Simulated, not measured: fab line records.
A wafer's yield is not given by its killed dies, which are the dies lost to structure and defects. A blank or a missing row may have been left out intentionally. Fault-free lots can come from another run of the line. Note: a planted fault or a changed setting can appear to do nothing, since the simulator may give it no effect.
fab line records || flow rit_cmos
record {"lots": 6, "wafers": 18, "last_day": 6}
route steps=202 shown PLDD@124 SPACER@125 NSD@131 M1@202
lots with no fault: from the same line, run without faults
start_h: the number of hours between the record's first day and the start of the first shown wafer of the lot || wait_h: time in hours since the lot's previous step || " same as the row above || L1.1+2: one row covering several wafers at once || - no value, or no start given || * or withheld: withheld || < > ~ a bound
route shown NAME@n: names a module that has steps shown in the file, with the first one's number in the route || usual: mean and standard deviation over wafers with no fault || same: alike in all rows || chamber/n: place in a boat || sites: readings site by site || _std_site: standard deviation across them || _edge_site: mean of outer sites minus mean of inner sites || radius_mm: for every site, how far away it sits from the centre of the wafer || mask NAME#n: copy n || behind: the last tool/chamber to shape the wafer || hold: cause of the lot's hold/its duration in hours/its outcome || device: names the non-switching transistor (n, p or np) || end of line: the tests these same wafers got at the end of their route || step lacking rows: just its recipe || killed: the dies lost at the first sort to structure and to defects; this is not the yield of the wafer || map: dies across one wafer; x = killed, . = not, _ = none there
set.NAME: the setting that was run; set.NAME@STEP: the one run at that earlier step || model.NAME: the simulator's own value behind a step, which no gauge read
lots at some steps of the route; a table a step, a row a wafer
services: the hour from which a tool's chamber was out of use, counted from the record's first day as start_h (under 0 if before that day), plus the number of hours and why
## steps
# step RIT_PLDD_TW_MEAS_10
# usual {"PLDD_TW": "2343/21"}
{"lot.wafer": "L297.2", "tool": "film_metro-03", "chamber": "-", "start_h": 54.72, "wait_h": 0.1, "PLDD_TW": 2341}
{"lot.wafer": "L297.4", "tool": "film_metro-03", "chamber": "-", "start_h": 54.72, "wait_h": 0.1, "PLDD_TW": 2331}
{"lot.wafer": "L297.6", "tool": "film_metro-03", "chamber": "-", "start_h": 54.72, "wait_h": 0.1, "PLDD_TW": 2324}
{"lot.wafer": "L300.2", "tool": "film_metro-01", "chamber": "-", "start_h": 68.19, "wait_h": 0.1, "PLDD_TW": 2351}
{"lot.wafer": "L300.3", "tool": "film_metro-01", "chamber": "-", "start_h": 68.19, "wait_h": 0.1, "PLDD_TW": 2337}
{"lot.wafer": "L300.5", "tool": "film_metro-01", "chamber": "-", "start_h": 68.19, "wait_h": 0.1, "PLDD_TW": 2351}
{"lot.wafer": "L304.1", "tool": "film_metro-02", "chamber": "-", "start_h": 90.49, "wait_h": 0.1, "PLDD_TW": 2372}
{"lot.wafer": "L304.3", "tool": "film_metro-02", "chamber": "-", "start_h": 90.49, "wait_h": 0.1, "PLDD_TW": 2370}
{"lot.wafer": "L304.4", "tool": "film_metro-02", "chamber": "-", "start_h": 90.49, "wait_h": 0.1, "PLDD_TW": 2389}
{"lot.wafer": "L307.1", "tool": "film_metro-03", "chamber": "-", "start_h": 112.50, "wait_h": 0.1, "PLDD_TW": 2339}
{"lot.wafer": "L307.2", "tool": "film_metro-03", "chamber": "-", "start_h": 112.50, "wait_h": 0.1, "PLDD_TW": 2341}
{"lot.wafer": "L307.6", "tool": "film_metro-03", "chamber": "-", "start_h": 112.50, "wait_h": 0.1, "PLDD_TW": 2329}
{"lot.wafer": "L309.2", "tool": "film_metro-03", "chamber": "-", "start_h": 121.77, "wait_h": 0.1, "PLDD_TW": 2333}
{"lot.wafer": "L309.5", "tool": "film_metro-03", "chamber": "-", "start_h": 121.77, "wait_h": 0.1, "PLDD_TW": 2336}
{"lot.wafer": "L309.6", "tool": "film_metro-03", "chamber": "-", "start_h": 121.77, "wait_h": 0.1, "PLDD_TW": 2335}
{"lot.wafer": "L313.2", "tool": "film_metro-01", "chamber": "-", "start_h": 141.57, "wait_h": 0.1, "PLDD_TW": 2331}
{"lot.wafer": "L313.3", "tool": "film_metro-01", "chamber": "-", "start_h": 141.57, "wait_h": 0.1, "PLDD_TW": 2330}
{"lot.wafer": "L313.6", "tool": "film_metro-01", "chamber": "-", "start_h": 141.57, "wait_h": 0.1, "PLDD_TW": 2330}
# step RIT_SPACER_CLEAN_00
# recipe {"chemistry": "SC1", "mix": "3:3:50", "time_s": 600, "temp_c": 75}
# step RIT_SPACER_CLEAN_01
# recipe {"chemistry": "dHF", "dilution": "50:1", "time_s": 30}
# step RIT_SPACER_CLEAN_02
# recipe {"chemistry": "SC2", "mix": "3:3:50", "time_s": 600, "temp_c": 75, "dry": "n2_spin"}
# step RIT_SPACER_CVD_03
# recipe {"material": "Si3N4", "target_thk_nm": 250, "temp_c": 810, "precursor": "SiH2Cl2/NH3", "time_s": 3300, "pressure_mtorr": 300, "sih2cl2_flow_sccm": 60, "nh3_flow_sccm": 150}
# step RIT_SPACER_THK_MEAS_04
# recipe {"reads": "Si3N4_of_SPACER_CVD_03"}
# usual {"SPACER_NITRIDE_THK": "250.7/2.1"}
{"lot.wafer": "L297.2", "tool": "film_metro-02", "chamber": "-", "start_h": 57.06, "wait_h": 0.0, "SPACER_NITRIDE_THK[nm]": 247.9}
{"lot.wafer": "L297.4", "tool": "film_metro-02", "chamber": "-", "start_h": 57.06, "wait_h": 0.0, "SPACER_NITRIDE_THK[nm]": 250.9}
{"lot.wafer": "L297.6", "tool": "film_metro-02", "chamber": "-", "start_h": 57.06, "wait_h": 0.0, "SPACER_NITRIDE_THK[nm]": 248.2}
{"lot.wafer": "L300.2", "tool": "film_metro-01", "chamber": "-", "start_h": 70.55, "wait_h": 0.0, "SPACER_NITRIDE_THK[nm]": 250.5}
{"lot.wafer": "L300.3", "tool": "film_metro-01", "chamber": "-", "start_h": 70.55, "wait_h": 0.0, "SPACER_NITRIDE_THK[nm]": 251.3}
{"lot.wafer": "L300.5", "tool": "film_metro-01", "chamber": "-", "start_h": 70.55, "wait_h": 0.0, "SPACER_NITRIDE_THK[nm]": 252.0}
{"lot.wafer": "L304.1", "tool": "film_metro-01", "chamber": "-", "start_h": 92.85, "wait_h": 0.0, "SPACER_NITRIDE_THK[nm]": 252.9}
{"lot.wafer": "L304.3", "tool": "film_metro-01", "chamber": "-", "start_h": 92.85, "wait_h": 0.0, "SPACER_NITRIDE_THK[nm]": 252.7}
{"lot.wafer": "L304.4", "tool": "film_metro-01", "chamber": "-", "start_h": 92.85, "wait_h": 0.0, "SPACER_NITRIDE_THK[nm]": 252.5}
{"lot.wafer": "L307.1", "tool": "film_metro-02", "chamber": "-", "start_h": 114.84, "wait_h": 0.0, "SPACER_NITRIDE_THK[nm]": 253.3}
{"lot.wafer": "L307.2", "tool": "film_metro-02", "chamber": "-", "start_h": 114.84, "wait_h": 0.0, "SPACER_NITRIDE_THK[nm]": 249.6}
{"lot.wafer": "L307.6", "tool": "film_metro-02", "chamber": "-", "start_h": 114.84, "wait_h": 0.0, "SPACER_NITRIDE_THK[nm]": 250.1}
{"lot.wafer": "L309.2", "tool": "film_metro-02", "chamber": "-", "start_h": 124.12, "wait_h": 0.0, "SPACER_NITRIDE_THK[nm]": 255.8}
{"lot.wafer": "L309.5", "tool": "film_metro-02", "chamber": "-", "start_h": 124.12, "wait_h": 0.0, "SPACER_NITRIDE_THK[nm]": 254.3}
{"lot.wafer": "L309.6", "tool": "film_metro-02", "chamber": "-", "start_h": 124.12, "wait_h": 0.0, "SPACER_NITRIDE_THK[nm]": 255.5}
{"lot.wafer": "L313.2", "tool": "film_metro-02", "chamber": "-", "start_h": 143.94, "wait_h": 0.0, "SPACER_NITRIDE_THK[nm]": 250.3}
{"lot.wafer": "L313.3", "tool": "film_metro-02", "chamber": "-", "start_h": 143.94, "wait_h": 0.0, "SPACER_NITRIDE_THK[nm]": 248.8}
{"lot.wafer": "L313.6", "tool": "film_metro-02", "chamber": "-", "start_h": 143.94, "wait_h": 0.0, "SPACER_NITRIDE_THK[nm]": 248.5}
# step RIT_SPACER_ETCHBACK_05
# recipe {"target_depth_a": 2500, "SF6_flow_sccm": 30, "CHF3_flow_sccm": 30, "target": "Si3N4", "chemistry": "SF6/CHF3", "pressure_mtorr": 40, "rf_w": 250, "time_s": 240, "stop_on": "SiO2"}
# usual {"drypump_motor_current_A": "5.6/0.49", "oes_product_au": "0.850/0.013", "throttle_valve_pct": "10.30/0.17"}
# same {"time_s": 240}
{"lot.wafer": "L297.2", "tool": "rie_diel-03", "chamber": 1, "start_h": 57.11, "wait_h": 0.0, "drypump_motor_current_A": 5.7, "oes_product_au": 0.858, "rf_hours_counter_h": 115, "throttle_valve_pct": 10.62}
{"lot.wafer": "L297.4", "tool": "rie_diel-03", "chamber": 0, "start_h": 57.11, "wait_h": 0.0, "drypump_motor_current_A": 6.0, "oes_product_au": 0.874, "rf_hours_counter_h": 1, "throttle_valve_pct": 10.49}
{"lot.wafer": "L297.6", "tool": "rie_diel-03", "chamber": 0, "start_h": 57.11, "wait_h": 0.0, "drypump_motor_current_A": 6.0, "oes_product_au": 0.854, "rf_hours_counter_h": "-", "throttle_valve_pct": 10.50}
{"lot.wafer": "L300.2", "tool": "rie_diel-03", "chamber": 3, "start_h": 70.60, "wait_h": 0.0, "drypump_motor_current_A": 6.3, "oes_product_au": 0.838, "rf_hours_counter_h": 4, "throttle_valve_pct": 10.19}
{"lot.wafer": "L300.3", "tool": "rie_diel-03", "chamber": 1, "start_h": 70.60, "wait_h": 0.0, "drypump_motor_current_A": 5.7, "oes_product_au": 0.868, "rf_hours_counter_h": 115, "throttle_valve_pct": 10.60}
{"lot.wafer": "L300.5", "tool": "rie_diel-03", "chamber": 1, "start_h": 70.60, "wait_h": 0.0, "drypump_motor_current_A": 5.7, "oes_product_au": 0.867, "rf_hours_counter_h": "-", "throttle_valve_pct": 10.60}
{"lot.wafer": "L304.1", "tool": "rie_diel-02", "chamber": 2, "start_h": 92.91, "wait_h": 0.1, "drypump_motor_current_A": 5.3, "oes_product_au": 0.844, "rf_hours_counter_h": 122, "throttle_valve_pct": 10.23}
{"lot.wafer": "L304.3", "tool": "rie_diel-02", "chamber": 0, "start_h": 92.91, "wait_h": 0.1, "drypump_motor_current_A": 5.2, "oes_product_au": 0.839, "rf_hours_counter_h": 42, "throttle_valve_pct": 10.38}
{"lot.wafer": "L304.4", "tool": "rie_diel-02", "chamber": 1, "start_h": 92.91, "wait_h": 0.1, "drypump_motor_current_A": 5.3, "oes_product_au": 0.857, "rf_hours_counter_h": "-", "throttle_valve_pct": 9.99}
{"lot.wafer": "L307.1", "tool": "rie_diel-03", "chamber": 0, "start_h": 114.90, "wait_h": 0.1, "drypump_motor_current_A": 6.0, "oes_product_au": 0.870, "rf_hours_counter_h": 2, "throttle_valve_pct": 10.51}
{"lot.wafer": "L307.2", "tool": "rie_diel-03", "chamber": 1, "start_h": 114.90, "wait_h": 0.1, "drypump_motor_current_A": 5.7, "oes_product_au": 0.867, "rf_hours_counter_h": 116, "throttle_valve_pct": 10.61}
{"lot.wafer": "L307.6", "tool": "rie_diel-03", "chamber": 1, "start_h": 114.90, "wait_h": 0.1, "drypump_motor_current_A": 5.7, "oes_product_au": 0.869, "rf_hours_counter_h": "-", "throttle_valve_pct": 10.60}
{"lot.wafer": "L309.2", "tool": "rie_diel-04", "chamber": 2, "start_h": 124.17, "wait_h": 0.0, "drypump_motor_current_A": 6.0, "oes_product_au": 0.861, "rf_hours_counter_h": 0, "throttle_valve_pct": 10.46}
{"lot.wafer": "L309.5", "tool": "rie_diel-04", "chamber": 0, "start_h": 124.17, "wait_h": 0.0, "drypump_motor_current_A": 5.0, "oes_product_au": 0.867, "rf_hours_counter_h": "-", "throttle_valve_pct": 10.32}
{"lot.wafer": "L309.6", "tool": "rie_diel-04", "chamber": 1, "start_h": 124.17, "wait_h": 0.0, "drypump_motor_current_A": 5.9, "oes_product_au": 0.880, "rf_hours_counter_h": "-", "throttle_valve_pct": 10.35}
{"lot.wafer": "L313.2", "tool": "rie_diel-03", "chamber": 3, "start_h": 143.99, "wait_h": 0.0, "drypump_motor_current_A": 6.3, "oes_product_au": 0.840, "rf_hours_counter_h": 5, "throttle_valve_pct": 10.18}
{"lot.wafer": "L313.3", "tool": "rie_diel-03", "chamber": 0, "start_h": 143.99, "wait_h": 0.0, "drypump_motor_current_A": 6.0, "oes_product_au": 0.865, "rf_hours_counter_h": 2, "throttle_valve_pct": 10.50}
{"lot.wafer": "L313.6", "tool": "rie_diel-03", "chamber": 2, "start_h": 143.99, "wait_h": 0.0, "drypump_motor_current_A": 6.4, "oes_product_au": 0.846, "rf_hours_counter_h": "-", "throttle_valve_pct": 10.34}
# step RIT_NSD_HMDS_00
# recipe {"prime_time_s": 60, "prime_temp_c": 140}
# step RIT_NSD_COAT_01
# recipe {"resist": "NOVOLAK", "spin_rpm": 3250, "resist_thk_nm": 1000}
# step RIT_NSD_SOFTBAKE_02
# recipe {"resist": "NOVOLAK", "temp_c": 90, "time_s": 60}
# step RIT_NSD_EXPOSE_03
# recipe {"mask_id": "M9", "na": 0.57, "target_cd_nm": 40700, "dose_mj": 250}
# step RIT_NSD_PEB_04
# recipe {"resist": "NOVOLAK", "temp_c": "withheld", "time_s": "withheld"}
# step RIT_NSD_DEVELOP_05
# recipe {"resist": "NOVOLAK", "develop_time_s": 50, "dev_temp_c": 23}
# usual {"chill_plate_temp_C": "22.99/0.11", "developer_temp_C": "23.01/0.097"}
{"lot.wafer": "L297.2", "tool": "litho_track-04", "chamber": 0, "start_h": 58, "wait_h": "-", "chill_plate_temp_C": 22.96, "developer_temp_C": 23.06}
{"lot.wafer": "L297.4", "tool": "litho_track-04", "chamber": 0, "start_h": 58, "wait_h": "-", "chill_plate_temp_C": 23.03, "developer_temp_C": 23.03}
{"lot.wafer": "L297.6", "tool": "litho_track-04", "chamber": 0, "start_h": 58, "wait_h": "-", "chill_plate_temp_C": 22.84, "developer_temp_C": 23.06}
{"lot.wafer": "L300.2", "tool": "litho_track-04", "chamber": 0, "start_h": 71, "wait_h": "-", "chill_plate_temp_C": 22.93, "developer_temp_C": 23.00}
{"lot.wafer": "L300.3", "tool": "litho_track-04", "chamber": 0, "start_h": 71, "wait_h": "-", "chill_plate_temp_C": 22.96, "developer_temp_C": 23.07}
{"lot.wafer": "L300.5", "tool": "litho_track-04", "chamber": 0, "start_h": 71, "wait_h": "-", "chill_plate_temp_C": 22.83, "developer_temp_C": 23.11}
{"lot.wafer": "L304.1", "tool": "litho_track-04", "chamber": 0, "start_h": 93, "wait_h": "-", "chill_plate_temp_C": 23.03, "developer_temp_C": 22.07}
{"lot.wafer": "L304.3", "tool": "litho_track-04", "chamber": 0, "start_h": 93, "wait_h": "-", "chill_plate_temp_C": 23.07, "developer_temp_C": 21.95}
{"lot.wafer": "L304.4", "tool": "litho_track-04", "chamber": 0, "start_h": 93, "wait_h": "-", "chill_plate_temp_C": 23.16, "developer_temp_C": 22.11}
{"lot.wafer": "L307.1", "tool": "litho_track-04", "chamber": 0, "start_h": 115, "wait_h": "-", "chill_plate_temp_C": 22.98, "developer_temp_C": 22.14}
{"lot.wafer": "L307.2", "tool": "litho_track-04", "chamber": 0, "start_h": 115, "wait_h": "-", "chill_plate_temp_C": 23.13, "developer_temp_C": 22.04}
{"lot.wafer": "L307.6", "tool": "litho_track-04", "chamber": 0, "start_h": 115, "wait_h": "-", "chill_plate_temp_C": 23.10, "developer_temp_C": 22.17}
{"lot.wafer": "L309.2", "tool": "litho_track-03", "chamber": 0, "start_h": 125, "wait_h": "-", "chill_plate_temp_C": 22.86, "developer_temp_C": 22.90}
{"lot.wafer": "L309.5", "tool": "litho_track-03", "chamber": 0, "start_h": 125, "wait_h": "-", "chill_plate_temp_C": 23.05, "developer_temp_C": 23.00}
{"lot.wafer": "L309.6", "tool": "litho_track-03", "chamber": 0, "start_h": 125, "wait_h": "-", "chill_plate_temp_C": 23.10, "developer_temp_C": 23.01}
{"lot.wafer": "L313.2", "tool": "litho_track-03", "chamber": 0, "start_h": 144, "wait_h": "-", "chill_plate_temp_C": 22.98, "developer_temp_C": 23.11}
{"lot.wafer": "L313.3", "tool": "litho_track-03", "chamber": 0, "start_h": 145, "wait_h": "-", "chill_plate_temp_C": 22.95, "developer_temp_C": 23.02}
{"lot.wafer": "L313.6", "tool": "litho_track-03", "chamber": 0, "start_h": 145, "wait_h": "-", "chill_plate_temp_C": 23.00, "developer_temp_C": 22.82}
# step RIT_NSD_OVL_MEAS_06
# usual {"NSD_OVL": "-0.1/1.4"}
{"lot.wafer": "L297.2", "tool": "overlay-02", "chamber": "-", "start_h": 58.12, "wait_h": "-", "NSD_OVL[nm]": 0.7}
{"lot.wafer": "L297.4", "tool": "overlay-02", "chamber": "-", "start_h": 58.12, "wait_h": "-", "NSD_OVL[nm]": 1.5}
{"lot.wafer": "L297.6", "tool": "overlay-02", "chamber": "-", "start_h": 58.12, "wait_h": "-", "NSD_OVL[nm]": 0.6}
{"lot.wafer": "L300.2", "tool": "overlay-01", "chamber": "-", "start_h": 71.60, "wait_h": "-", "NSD_OVL[nm]": -0.7}
{"lot.wafer": "L300.3", "tool": "overlay-01", "chamber": "-", "start_h": 71.60, "wait_h": "-", "NSD_OVL[nm]": -0.8}
{"lot.wafer": "L300.5", "tool": "overlay-01", "chamber": "-", "start_h": 71.60, "wait_h": "-", "NSD_OVL[nm]": -0.1}
{"lot.wafer": "L304.1", "tool": "overlay-01", "chamber": "-", "start_h": 93.91, "wait_h": "-", "NSD_OVL[nm]": 0.3}
{"lot.wafer": "L304.3", "tool": "overlay-01", "chamber": "-", "start_h": 93.91, "wait_h": "-", "NSD_OVL[nm]": -0.6}
{"lot.wafer": "L304.4", "tool": "overlay-01", "chamber": "-", "start_h": 93.91, "wait_h": "-", "NSD_OVL[nm]": 0.0}
{"lot.wafer": "L307.1", "tool": "overlay-01", "chamber": "-", "start_h": 115.90, "wait_h": "-", "NSD_OVL[nm]": 1.4}
{"lot.wafer": "L307.2", "tool": "overlay-01", "chamber": "-", "start_h": 115.90, "wait_h": "-", "NSD_OVL[nm]": 0.0}
{"lot.wafer": "L307.6", "tool": "overlay-01", "chamber": "-", "start_h": 115.90, "wait_h": "-", "NSD_OVL[nm]": 1.6}
{"lot.wafer": "L309.2", "tool": "overlay-02", "chamber": "-", "start_h": 125.20, "wait_h": "-", "NSD_OVL[nm]": -1.0}
{"lot.wafer": "L309.5", "tool": "overlay-02", "chamber": "-", "start_h": 125.20, "wait_h": "-", "NSD_OVL[nm]": -2.1}
{"lot.wafer": "L309.6", "tool": "overlay-02", "chamber": "-", "start_h": 125.20, "wait_h": "-", "NSD_OVL[nm]": -0.3}
{"lot.wafer": "L313.2", "tool": "overlay-01", "chamber": "-", "start_h": 145.10, "wait_h": "-", "NSD_OVL[nm]": 0.1}
{"lot.wafer": "L313.3", "tool": "overlay-01", "chamber": "-", "start_h": 145.10, "wait_h": "-", "NSD_OVL[nm]": 1.4}
{"lot.wafer": "L313.6", "tool": "overlay-01", "chamber": "-", "start_h": 145.10, "wait_h": "-", "NSD_OVL[nm]": 1.9}
# step RIT_M1_PROBE_99
# usual {"killed_at_front_end": "6.6/2.7", "killed_dies": "6.6/2.7", "killed_open": "3.3/1.8", "killed_short": "3.4/1.9"}
# same {"gross_dies": 264, "killed_at_M0_to_M3": 0, "killed_at_M4_up": 0, "killed_at_back_side": 0, "killed_at_contacts": 0, "killed_at_other": 0}
{"lot.wafer": "L297.2", "tool": "prober-01", "chamber": "-", "start_h": 68.18, "wait_h": 0.1, "killed_at_front_end": 11, "killed_dies": 11, "killed_open": 4, "killed_short": 7}
{"lot.wafer": "L297.4", "tool": "prober-01", "chamber": "-", "start_h": 68.28, "wait_h": 0.2, "killed_at_front_end": 12, "killed_dies": 12, "killed_open": 7, "killed_short": 5}
{"lot.wafer": "L297.6", "tool": "prober-01", "chamber": "-", "start_h": 68.38, "wait_h": 0.2, "killed_at_front_end": 6, "killed_dies": 6, "killed_open": 3, "killed_short": 3}
{"lot.wafer": "L300.2", "tool": "prober-02", "chamber": "-", "start_h": 82.86, "wait_h": 0.1, "killed_at_front_end": 5, "killed_dies": 5, "killed_open": 3, "killed_short": 2}
{"lot.wafer": "L300.3", "tool": "prober-02", "chamber": "-", "start_h": 82.91, "wait_h": 0.2, "killed_at_front_end": 8, "killed_dies": 8, "killed_open": 2, "killed_short": 6}
{"lot.wafer": "L300.5", "tool": "prober-02", "chamber": "-", "start_h": 83.01, "wait_h": 0.2, "killed_at_front_end": 10, "killed_dies": 10, "killed_open": 4, "killed_short": 6}
{"lot.wafer": "L304.1", "tool": "prober-02", "chamber": "-", "start_h": 106.03, "wait_h": 0.1, "killed_at_front_end": 3, "killed_dies": 3, "killed_open": 2, "killed_short": 1}
{"lot.wafer": "L304.3", "tool": "prober-02", "chamber": "-", "start_h": 106.13, "wait_h": 0.2, "killed_at_front_end": 8, "killed_dies": 8, "killed_open": 2, "killed_short": 6}
{"lot.wafer": "L304.4", "tool": "prober-02", "chamber": "-", "start_h": 106.18, "wait_h": 0.2, "killed_at_front_end": 9, "killed_dies": 9, "killed_open": 3, "killed_short": 6}
{"lot.wafer": "L307.1", "tool": "prober-01", "chamber": "-", "start_h": 125.93, "wait_h": 0.1, "killed_at_front_end": 6, "killed_dies": 6, "killed_open": 3, "killed_short": 3}
{"lot.wafer": "L307.2", "tool": "prober-01", "chamber": "-", "start_h": 125.98, "wait_h": 0.1, "killed_at_front_end": 6, "killed_dies": 6, "killed_open": 3, "killed_short": 3}
{"lot.wafer": "L307.6", "tool": "prober-01", "chamber": "-", "start_h": 126.18, "wait_h": 0.2, "killed_at_front_end": 7, "killed_dies": 7, "killed_open": 1, "killed_short": 6}
{"lot.wafer": "L309.2", "tool": "prober-01", "chamber": "-", "start_h": 136.42, "wait_h": 0.1, "killed_at_front_end": 10, "killed_dies": 10, "killed_open": 5, "killed_short": 5}
{"lot.wafer": "L309.5", "tool": "prober-01", "chamber": "-", "start_h": 136.57, "wait_h": 0.2, "killed_at_front_end": 10, "killed_dies": 10, "killed_open": 7, "killed_short": 3}
{"lot.wafer": "L309.6", "tool": "prober-01", "chamber": "-", "start_h": 136.62, "wait_h": 0.2, "killed_at_front_end": 1, "killed_dies": 1, "killed_open": 0, "killed_short": 1}
{"lot.wafer": "L313.2", "tool": "prober-01", "chamber": "-", "start_h": 155.47, "wait_h": 0.1, "killed_at_front_end": 9, "killed_dies": 9, "killed_open": 4, "killed_short": 5}
{"lot.wafer": "L313.3", "tool": "prober-01", "chamber": "-", "start_h": 155.52, "wait_h": 0.2, "killed_at_front_end": 6, "killed_dies": 6, "killed_open": 5, "killed_short": 1}
{"lot.wafer": "L313.6", "tool": "prober-01", "chamber": "-", "start_h": 155.67, "wait_h": 0.2, "killed_at_front_end": 1, "killed_dies": 1, "killed_open": 1, "killed_short": 0}
# killed by level:class
L297.2 GATE:geometric_particle:short=6 GATE:geometric_particle:open=3 REOX:geometric_particle:open=1 SILICIDE:geometric_particle:short=1
L297.4 GATE:geometric_particle:open=3 FOX2:geometric_particle:open=2 GATE:geometric_particle:short=2 FOX1:geometric_particle:short=1 FOX2:geometric_particle:short=1 REOX:geometric_particle:open=1 SPACER:geometric_particle:short=1 SPACER:geometric_particle:open=1
L297.6 GATE:geometric_particle:short=2 FOX1:geometric_particle:open=1 GATE:geometric_particle:open=1 REOX:geometric_particle:short=1 SPACER:geometric_particle:open=1
L300.2 REOX:geometric_particle:open=2 SILICIDE:geometric_particle:short=2 GATE:geometric_particle:open=1
L300.3 GATE:geometric_particle:short=4 GATE:geometric_particle:open=2 FOX1:geometric_particle:short=1 FOX2:geometric_particle:short=1
L300.5 GATE:geometric_particle:short=2 REOX:geometric_particle:short=2 REOX:geometric_particle:open=2 FOX1:geometric_particle:short=1 FOX1:geometric_particle:open=1 FOX2:geometric_particle:short=1 SPACER:geometric_particle:open=1
L304.1 GATE:geometric_particle:open=1 GATE:geometric_particle:short=1 REOX:geometric_particle:open=1
L304.3 FOX1:geometric_particle:short=3 GATE:geometric_particle:short=2 FOX1:geometric_particle:open=1 GATE:geometric_particle:open=1 SILICIDE:geometric_particle:short=1
L304.4 GATE:geometric_particle:short=3 SILICIDE:geometric_particle:open=2 SILICIDE:geometric_particle:short=2 ACTIVE:geometric_particle:short=1 FOX1:geometric_particle:open=1
L307.1 GATE:geometric_particle:open=2 SPACER:geometric_particle:short=2 GATE:geometric_particle:short=1 SILICIDE:geometric_particle:open=1
L307.2 FOX1:geometric_particle:open=2 ACTIVE:geometric_particle:short=1 GATE:geometric_particle:short=1 SPACER:geometric_particle:short=1 SPACER:geometric_particle:open=1
L307.6 SPACER:geometric_particle:short=2 FOX1:geometric_particle:short=1 FOX2:geometric_particle:short=1 GATE:geometric_particle:short=1 GATE:geometric_particle:open=1 REOX:geometric_particle:short=1
L309.2 FOX1:geometric_particle:short=2 FOX1:geometric_particle:open=2 SILICIDE:geometric_particle:open=2 GATE:geometric_particle:short=1 REOX:geometric_particle:open=1 SPACER:geometric_particle:short=1 SILICIDE:geometric_particle:short=1
L309.5 GATE:geometric_particle:open=4 SPACER:geometric_particle:open=3 SPACER:geometric_particle:short=2 GATE:geometric_particle:short=1
L309.6 FOX1:geometric_particle:short=1
L313.2 GATE:geometric_particle:open=3 SILICIDE:geometric_particle:short=2 FOX1:geometric_particle:open=1 FOX1:geometric_particle:short=1 FOX2:geometric_particle:short=1 GATE:geometric_particle:short=1
L313.3 SILICIDE:geometric_particle:open=3 FOX1:geometric_particle:open=1 GATE:geometric_particle:open=1 SILICIDE:geometric_particle:short=1
L313.6 GATE:geometric_particle:open=1
## services
{"tool": "rie_diel-04", "chamber": "-", "start_h": 46.30, "hours": 14.6, "kind": "pm"}
{"tool": "rie_diel-03", "chamber": 2, "start_h": 49.00, "hours": 5.9, "kind": "repair"}
{"tool": "rie_diel-02", "chamber": 3, "start_h": 76.76, "hours": "-", "kind": "clean"}
{"tool": "rie_diel-02", "chamber": 3, "start_h": 76.76, "hours": 18.9, "kind": "scheduled_down"}
{"tool": "rie_diel-02", "chamber": 3, "start_h": 76.76, "hours": 18.9, "kind": "vent_cycle"}
{"tool": "rie_diel-02", "chamber": "-", "start_h": 87.15, "hours": 0.8, "kind": "repair"}
{"tool": "rie_diel-04", "chamber": 0, "start_h": 87.92, "hours": "-", "kind": "clean"}
{"tool": "rie_diel-04", "chamber": 0, "start_h": 87.92, "hours": 14.5, "kind": "scheduled_down"}
{"tool": "rie_diel-04", "chamber": 0, "start_h": 87.92, "hours": 14.5, "kind": "vent_cycle"}
{"tool": "rie_diel-04", "chamber": 2, "start_h": 99.12, "hours": 2.3, "kind": "repair"}
{"tool": "rie_diel-04", "chamber": 2, "start_h": 102.39, "hours": "-", "kind": "clean"}
{"tool": "rie_diel-04", "chamber": 2, "start_h": 102.39, "hours": 20.0, "kind": "scheduled_down"}
{"tool": "rie_diel-04", "chamber": 2, "start_h": 102.39, "hours": 20.0, "kind": "vent_cycle"}
{"tool": "rie_diel-04", "chamber": 3, "start_h": 122.35, "hours": "-", "kind": "clean"}
{"tool": "rie_diel-04", "chamber": 3, "start_h": 122.35, "hours": 20.5, "kind": "scheduled_down"}
{"tool": "rie_diel-04", "chamber": 3, "start_h": 122.35, "hours": 20.5, "kind": "vent_cycle"}
## key
first_sign {"step": "RIT_NSD_DEVELOP_05", "reading": "developer_temp_C", "direction": "down", "sigmas": 9.6, "usual": "*", "struck": "*"}
effect none on later readings
met_at RIT_NSD_DEVELOP_05
struck_wafers L304.1,L304.3,L304.4,L307.1,L307.2,L307.6
tester_left_out L304,L307
onset_between 71 93
fault {"kind": "process_parameter_drift", "tool": "litho_track-04", "chamber": "-", "onset_h": 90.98, "steps": "RIT_NSD_DEVELOP_05", "channel": "dev_temp_c", "offset": "*", "shape": "step", "end_h": 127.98, "acts_in": "*", "stated": "*"}
# tester_left_out: of these lots the tester's yield and bins aren't shown, on N5 and GAA mostly nor the transistor test; their killed dies are dies lost to structure and defects alone, not to doping, threshold or leakage, so they don't give the yield
